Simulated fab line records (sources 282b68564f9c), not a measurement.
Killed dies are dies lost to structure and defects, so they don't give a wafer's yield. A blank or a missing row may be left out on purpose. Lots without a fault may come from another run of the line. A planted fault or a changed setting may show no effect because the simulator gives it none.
fab line records || flow rit_cmos
[record] {"lots": 14, "wafers": 42, "last_day": 7}
route steps=202 shown NRETRO@56
lots with no fault: from the same line, run without faults
start_h: hours from the record's opening day to when the first of the lot's shown wafers began || wait_h: how many hours have passed since the lot's step before this one || " same as the row above || L1.1+2: a row that stands for several wafers || - no value, or no start given || * or withheld: withheld || < > ~ a bound
route shown NAME@n: names a module that has steps shown in the file, with the first one's number in the route || usual: the fault-free wafers' mean and standard deviation || same: alike in all rows || chamber/n: place in a boat || sites: the reading at each site || _std_site: how widely they spread, as a standard deviation || _edge_site: inner sites' mean taken away from outer sites' mean || radius_mm: for every site, how far away it sits from the centre of the wafer || mask NAME#n: copy n || behind: the last tool/chamber to shape the wafer || hold: reason for holding the lot/hours on hold/outcome of the hold || device: the n, p or np transistor that did not switch || end of line: the tests these same wafers got at the end of their route || a step with no rows: only its recipe || killed: not the wafer's yield, but the dies lost to structure and defects at the first sort || map: a wafer's dies, x killed, . not, _ none there
set.NAME: the setting the step ran with; set.NAME@STEP: the setting that earlier step ran with || model.NAME: the simulator's own value behind a step, which no gauge read
one table for each step of the route and one row for each wafer, over a sample of lots
services: when a tool's chamber went out of use (start_h, in hours from the record's first day, below 0 if earlier), for how many hours, and the reason
[[steps]]
[step RIT_NRETRO_EXPOSE_03]
[recipe] {"mask_id": "M4", "na": 0.57, "target_cd_nm": 43900, "dose_mj": 250}
[usual] {"exposure_dose_mJ_cm2": "249.96/0.23", "focus_offset_nm": "0.0/0.55", "na": "0.57/0"}
{"lot.wafer": "L107.4", "tool": "iline_stepper-02", "chamber": 0, "start_h": 28.87, "wait_h": 0.1, "mask": "M4#0", "exposure_dose_mJ_cm2": 249.65, "focus_offset_nm": 0.5, "na": 0.57}
{"lot.wafer": "L107.5", "tool": "iline_stepper-02", "chamber": 0, "start_h": 28.87, "wait_h": 0.1, "mask": "M4#0", "exposure_dose_mJ_cm2": 249.53, "focus_offset_nm": 0.9, "na": 0.57}
{"lot.wafer": "L107.6", "tool": "iline_stepper-02", "chamber": 0, "start_h": 28.87, "wait_h": 0.1, "mask": "M4#0", "exposure_dose_mJ_cm2": 249.30, "focus_offset_nm": -0.1, "na": 0.57}
{"lot.wafer": "L108.2", "tool": "iline_stepper-02", "chamber": 0, "start_h": 34.69, "wait_h": 0.1, "mask": "M4#0", "exposure_dose_mJ_cm2": 250.05, "focus_offset_nm": -0.7, "na": 0.57}
{"lot.wafer": "L108.5", "tool": "iline_stepper-02", "chamber": 0, "start_h": 34.69, "wait_h": 0.1, "mask": "M4#0", "exposure_dose_mJ_cm2": 250.04, "focus_offset_nm": -0.4, "na": 0.57}
{"lot.wafer": "L108.6", "tool": "iline_stepper-02", "chamber": 0, "start_h": 34.69, "wait_h": 0.1, "mask": "M4#0", "exposure_dose_mJ_cm2": 250.06, "focus_offset_nm": -0.7, "na": 0.57}
{"lot.wafer": "L111.1", "tool": "iline_stepper-01", "chamber": 0, "start_h": 50.43, "wait_h": 0.2, "mask": "M4#0", "exposure_dose_mJ_cm2": 249.91, "focus_offset_nm": -0.2, "na": 0.57}
{"lot.wafer": "L111.4", "tool": "iline_stepper-01", "chamber": 0, "start_h": 50.43, "wait_h": 0.2, "mask": "M4#0", "exposure_dose_mJ_cm2": 250.15, "focus_offset_nm": 0.3, "na": 0.57}
{"lot.wafer": "L111.6", "tool": "iline_stepper-01", "chamber": 0, "start_h": 50.43, "wait_h": 0.2, "mask": "M4#0", "exposure_dose_mJ_cm2": 250.28, "focus_offset_nm": -0.7, "na": 0.57}
{"lot.wafer": "L115.1", "tool": "iline_stepper-01", "chamber": 0, "start_h": 72.05, "wait_h": 0.2, "mask": "M4#0", "exposure_dose_mJ_cm2": 249.58, "focus_offset_nm": 0.4, "na": 0.57}
{"lot.wafer": "L115.3", "tool": "iline_stepper-01", "chamber": 0, "start_h": 72.05, "wait_h": 0.2, "mask": "M4#0", "exposure_dose_mJ_cm2": 249.70, "focus_offset_nm": 0.0, "na": 0.57}
{"lot.wafer": "L115.4", "tool": "iline_stepper-01", "chamber": 0, "start_h": 72.05, "wait_h": 0.2, "mask": "M4#0", "exposure_dose_mJ_cm2": 249.68, "focus_offset_nm": 0.0, "na": 0.57}
{"lot.wafer": "L120.2", "tool": "iline_stepper-02", "chamber": "-", "start_h": 93.50, "wait_h": 0.3, "mask": "M4#0", "exposure_dose_mJ_cm2": "-", "focus_offset_nm": "-", "na": "-"}
{"lot.wafer": "L120.4", "tool": "iline_stepper-02", "chamber": "-", "start_h": 93.50, "wait_h": 0.3, "mask": "M4#0", "exposure_dose_mJ_cm2": "-", "focus_offset_nm": "-", "na": "-"}
{"lot.wafer": "L120.5", "tool": "iline_stepper-02", "chamber": "-", "start_h": 93.50, "wait_h": 0.3, "mask": "M4#0", "exposure_dose_mJ_cm2": "-", "focus_offset_nm": "-", "na": "-"}
{"lot.wafer": "L121.1", "tool": "iline_stepper-01", "chamber": "-", "start_h": 101.93, "wait_h": 0.2, "mask": "M4#0", "exposure_dose_mJ_cm2": "-", "focus_offset_nm": "-", "na": "-"}
{"lot.wafer": "L121.3", "tool": "iline_stepper-01", "chamber": "-", "start_h": 101.93, "wait_h": 0.2, "mask": "M4#0", "exposure_dose_mJ_cm2": "-", "focus_offset_nm": "-", "na": "-"}
{"lot.wafer": "L121.4", "tool": "iline_stepper-01", "chamber": "-", "start_h": 101.93, "wait_h": 0.2, "mask": "M4#0", "exposure_dose_mJ_cm2": "-", "focus_offset_nm": "-", "na": "-"}
{"lot.wafer": "L122.1", "tool": "iline_stepper-02", "chamber": 0, "start_h": 106.75, "wait_h": 0.2, "mask": "M4#0", "exposure_dose_mJ_cm2": 249.60, "focus_offset_nm": 0.2, "na": 0.57}
{"lot.wafer": "L122.2", "tool": "iline_stepper-02", "chamber": 0, "start_h": 106.75, "wait_h": 0.2, "mask": "M4#0", "exposure_dose_mJ_cm2": 249.92, "focus_offset_nm": 0.8, "na": 0.57}
{"lot.wafer": "L122.5", "tool": "iline_stepper-02", "chamber": 0, "start_h": 106.75, "wait_h": 0.2, "mask": "M4#0", "exposure_dose_mJ_cm2": 249.90, "focus_offset_nm": 0.1, "na": 0.57}
{"lot.wafer": "L123.1", "tool": "iline_stepper-02", "chamber": 0, "start_h": 113.02, "wait_h": 0.1, "mask": "M4#0", "exposure_dose_mJ_cm2": 249.81, "focus_offset_nm": -0.5, "na": 0.57}
{"lot.wafer": "L123.3", "tool": "iline_stepper-02", "chamber": 0, "start_h": 113.02, "wait_h": 0.1, "mask": "M4#0", "exposure_dose_mJ_cm2": 250.26, "focus_offset_nm": -0.6, "na": 0.57}
{"lot.wafer": "L123.6", "tool": "iline_stepper-02", "chamber": 0, "start_h": 113.02, "wait_h": 0.1, "mask": "M4#0", "exposure_dose_mJ_cm2": 250.11, "focus_offset_nm": -0.5, "na": 0.57}
{"lot.wafer": "L124.2", "tool": "iline_stepper-01", "chamber": 0, "start_h": 117.39, "wait_h": 0.2, "mask": "M4#0", "exposure_dose_mJ_cm2": 250.17, "focus_offset_nm": -0.7, "na": 0.57}
{"lot.wafer": "L124.5", "tool": "iline_stepper-01", "chamber": 0, "start_h": 117.39, "wait_h": 0.2, "mask": "M4#0", "exposure_dose_mJ_cm2": 250.04, "focus_offset_nm": 0.1, "na": 0.57}
{"lot.wafer": "L124.6", "tool": "iline_stepper-01", "chamber": 0, "start_h": 117.39, "wait_h": 0.2, "mask": "M4#0", "exposure_dose_mJ_cm2": 249.90, "focus_offset_nm": 0.0, "na": 0.57}
{"lot.wafer": "L125.2", "tool": "iline_stepper-01", "chamber": 0, "start_h": 120.37, "wait_h": 0.1, "mask": "M4#0", "exposure_dose_mJ_cm2": 250.27, "focus_offset_nm": 0.5, "na": 0.57}
{"lot.wafer": "L125.4", "tool": "iline_stepper-01", "chamber": 0, "start_h": 120.37, "wait_h": 0.1, "mask": "M4#0", "exposure_dose_mJ_cm2": 249.91, "focus_offset_nm": 0.7, "na": 0.57}
{"lot.wafer": "L125.5", "tool": "iline_stepper-01", "chamber": 0, "start_h": 120.37, "wait_h": 0.1, "mask": "M4#0", "exposure_dose_mJ_cm2": 249.84, "focus_offset_nm": 0.8, "na": 0.57}
{"lot.wafer": "L126.1", "tool": "iline_stepper-01", "chamber": 0, "start_h": 123.46, "wait_h": 0.1, "mask": "M4#0", "exposure_dose_mJ_cm2": 249.75, "focus_offset_nm": -0.6, "na": 0.57}
{"lot.wafer": "L126.2", "tool": "iline_stepper-01", "chamber": 0, "start_h": 123.46, "wait_h": 0.1, "mask": "M4#0", "exposure_dose_mJ_cm2": 250.11, "focus_offset_nm": -1.1, "na": 0.57}
{"lot.wafer": "L126.3", "tool": "iline_stepper-01", "chamber": 0, "start_h": 123.46, "wait_h": 0.1, "mask": "M4#0", "exposure_dose_mJ_cm2": 249.95, "focus_offset_nm": 0.8, "na": 0.57}
{"lot.wafer": "L127.1", "tool": "iline_stepper-02", "chamber": 0, "start_h": 131.23, "wait_h": 0.2, "mask": "M4#0", "exposure_dose_mJ_cm2": 250.01, "focus_offset_nm": 0.1, "na": 0.57}
{"lot.wafer": "L127.2", "tool": "iline_stepper-02", "chamber": 0, "start_h": 131.23, "wait_h": 0.2, "mask": "M4#0", "exposure_dose_mJ_cm2": 250.29, "focus_offset_nm": 0.7, "na": 0.57}
{"lot.wafer": "L127.3", "tool": "iline_stepper-02", "chamber": 0, "start_h": 131.23, "wait_h": 0.2, "mask": "M4#0", "exposure_dose_mJ_cm2": 249.98, "focus_offset_nm": 0.9, "na": 0.57}
{"lot.wafer": "L128.2", "tool": "iline_stepper-02", "chamber": 0, "start_h": 136.48, "wait_h": 0.1, "mask": "M4#0", "exposure_dose_mJ_cm2": 250.11, "focus_offset_nm": -1.2, "na": 0.57}
{"lot.wafer": "L128.3", "tool": "iline_stepper-02", "chamber": 0, "start_h": 136.48, "wait_h": 0.1, "mask": "M4#0", "exposure_dose_mJ_cm2": 250.24, "focus_offset_nm": 0.0, "na": 0.57}
{"lot.wafer": "L128.6", "tool": "iline_stepper-02", "chamber": 0, "start_h": 136.48, "wait_h": 0.1, "mask": "M4#0", "exposure_dose_mJ_cm2": 250.33, "focus_offset_nm": -0.4, "na": 0.57}
{"lot.wafer": "L129.1", "tool": "iline_stepper-01", "chamber": 0, "start_h": 142.46, "wait_h": 0.2, "mask": "M4#0", "exposure_dose_mJ_cm2": 250.27, "focus_offset_nm": 0.0, "na": 0.57}
{"lot.wafer": "L129.2", "tool": "iline_stepper-01", "chamber": 0, "start_h": 142.46, "wait_h": 0.2, "mask": "M4#0", "exposure_dose_mJ_cm2": 249.94, "focus_offset_nm": -0.1, "na": 0.57}
{"lot.wafer": "L129.5", "tool": "iline_stepper-01", "chamber": 0, "start_h": 142.46, "wait_h": 0.2, "mask": "M4#0", "exposure_dose_mJ_cm2": 249.94, "focus_offset_nm": -0.6, "na": 0.57}
[[services]]
{"tool": "iline_stepper-01", "chamber": "-", "start_h": 42.90, "hours": 2.1, "kind": "pm"}
{"tool": "iline_stepper-01", "chamber": "-", "start_h": 44.98, "hours": "-", "kind": "consumable_replace:lamp"}
{"tool": "iline_stepper-02", "chamber": "-", "start_h": 68.03, "hours": 1.7, "kind": "pm"}
{"tool": "iline_stepper-01", "chamber": "-", "start_h": 93.41, "hours": 1.7, "kind": "pm"}
{"tool": "iline_stepper-01", "chamber": "-", "start_h": 135.73, "hours": 3.9, "kind": "repair"}
[[key]]
[first_sign] {"step": "RIT_NRETRO_EXPOSE_03", "reading": "tool_record", "direction": "missing"}
effect none on later readings
met_at RIT_NRETRO_EXPOSE_03
struck_lots L120,L121
sort_left_out L120.2,L120.4,L120.5,L121.1,L121.3,L121.4
tester_left_out L120,L121
onset_between 72.05 93.50
[fault] {"kind": "skipped_step_whole", "tool": "iline_stepper-01,iline_stepper-02", "chamber": "-", "onset_h": 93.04, "steps": "RIT_NRETRO_EXPOSE_03", "scope": "struck_lots_only"}
// tester_left_out: of these lots the tester's yield and bins aren't shown, on N5 and GAA mostly nor the transistor test; their killed dies are dies lost to structure and defects alone, not to doping, threshold or leakage, so they don't give the yield
// sort_left_out: the simulated sort isn't trusted on such a fault, so these wafers' sort isn't shown, and their yield isn't known
